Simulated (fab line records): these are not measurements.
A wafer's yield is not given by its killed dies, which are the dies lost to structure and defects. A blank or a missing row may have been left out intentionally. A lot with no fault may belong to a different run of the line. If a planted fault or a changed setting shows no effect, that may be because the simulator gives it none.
The tool behind it: which one? ; flow rit cmos ; 14 lots, 42 wafers sampled, at 2 steps of a route of 202

WHAT THE GAUGES READ, wafer by wafer
RIT_SPACER_THK_MEAS_04.
lot;measured;on;SPACER_NITRIDE_THK (nm)
L843;day 3 10:36;film metro-04;248.3 249.4 249.0
L845;day 3 15:01;film metro-01;247.7 247.0 249.4
L844;day 3 16:33;film metro-02;249.2 250.5 250.3
L846;day 3 21:26;film metro-01;252.5 251.9 251.4
L847;day 4 02:19;film metro-04;246.8 246.7 245.1
L848;day 4 07:37;film metro-02;264.4 265.3 264.3
L849;day 4 09:38;film metro-02;258.9 259.6 260.2
L850;day 4 15:47;film metro-01;257.4 256.4 257.4
L853;day 5 04:46;film metro-04;253.9 254.7 253.2
L859;day 6 09:59;film metro-01;251.2 251.6 252.4
L860;day 6 11:56;film metro-02;252.6 251.3 251.7
L864;day 7 11:41;film metro-04;244.2 246.6 246.8
L865;day 7 17:41;film metro-02;246.9 246.9 248.6
L866;day 7 22:06;film metro-02;250.9 249.8 249.4

TOOL THAT RAN EACH LOT (tool first, then ch and the chambers of the sampled wafers, then the start)
lot;RIT_SPACER_CVD_03
L843;lpcvd-02 ch 1, day 3 08:41
L845;lpcvd-02 ch 1, day 3 13:04
L844;lpcvd-01 ch 1, day 3 14:38
L846;lpcvd-01 ch 0, day 3 19:31
L847;lpcvd-02 ch 0, day 3 23:25
L848;lpcvd-02 ch 0, day 4 04:43
L849;lpcvd-02 ch 0, day 4 07:43
L850;lpcvd-02 ch 1, day 4 13:50
L853;lpcvd-01 ch 1, day 5 02:50
L859;lpcvd-01 ch 1, day 6 08:04
L860;lpcvd-01 ch 1, day 6 09:59
L864;lpcvd-02 ch 1, day 7 09:44
L865;lpcvd-01 ch 0, day 7 15:46
L866;lpcvd-02 ch 0, day 7 20:11
- RIT_SPACER_CVD_03: deposits Si3N4 from SiH2Cl2/NH3, target thk 250 nm, time 3300 s.

WHAT THE TOOLS THEMSELVES READ (means of the sampled wafers that have a number; where no wafer has one, the mark that the record gives instead)
RIT_SPACER_CVD_03.
lot;tool;pressure mtorr (mTorr);spike tc load C (C);zone power centre pct (%)
L843;lpcvd-02;300.0;835.8;48
L845;lpcvd-02;300.2;835.5;48
L844;lpcvd-01;300.1;840.0;32
L846;lpcvd-01;300.6;835.8;41
L847;lpcvd-02;299.7;834.9;42
L848;lpcvd-02;359.6;836.6;42
L849;lpcvd-02;358.9;836.5;42
L850;lpcvd-02;359.9;835.9;48
L853;lpcvd-01;298.9;839.2;32
L859;lpcvd-01;300.5;839.7;32
L860;lpcvd-01;300.6;839.7;32
L864;lpcvd-02;300.6;835.1;48
L865;lpcvd-01;299.7;836.7;41
L866;lpcvd-02;300.7;837.1;42

THE ANSWER, worked out from the rows above alone
Rule: the usual values come from the lots themselves. Put in order of their means at a reading, lots are off if they are a third of the lots or fewer, leave a main group of 4 or more, and stand apart from it by a gap of 3 or more times the standard deviation of the main group's means; of several such gaps the widest counts. A main group is skipped when, at the precision printed for the reading in the tables above, its means are all equal. A lot without any number at a reading at which 4 lots or more have one is off too. All remaining lots with rows at the step are treated as sound. The gauges are gone through in route order, then the tools' own readings, and for those a lot's mean is taken as printed above. At the first step where some lot is off, the reading lying furthest off is the one used; lots without a number count as furthest.
Off: L848, L849, L850, at RIT_SPACER_CVD_03 (pressure mtorr). The main group has a mean of 300.1 mTorr with a standard deviation of 0.52.
A tool fits if, at that step or a process step before it, it ran every lot that is off, and no sound lot after the first of them. No candidate that was tried fits.

WHAT WAS PUT IN BY THE SIMULATOR
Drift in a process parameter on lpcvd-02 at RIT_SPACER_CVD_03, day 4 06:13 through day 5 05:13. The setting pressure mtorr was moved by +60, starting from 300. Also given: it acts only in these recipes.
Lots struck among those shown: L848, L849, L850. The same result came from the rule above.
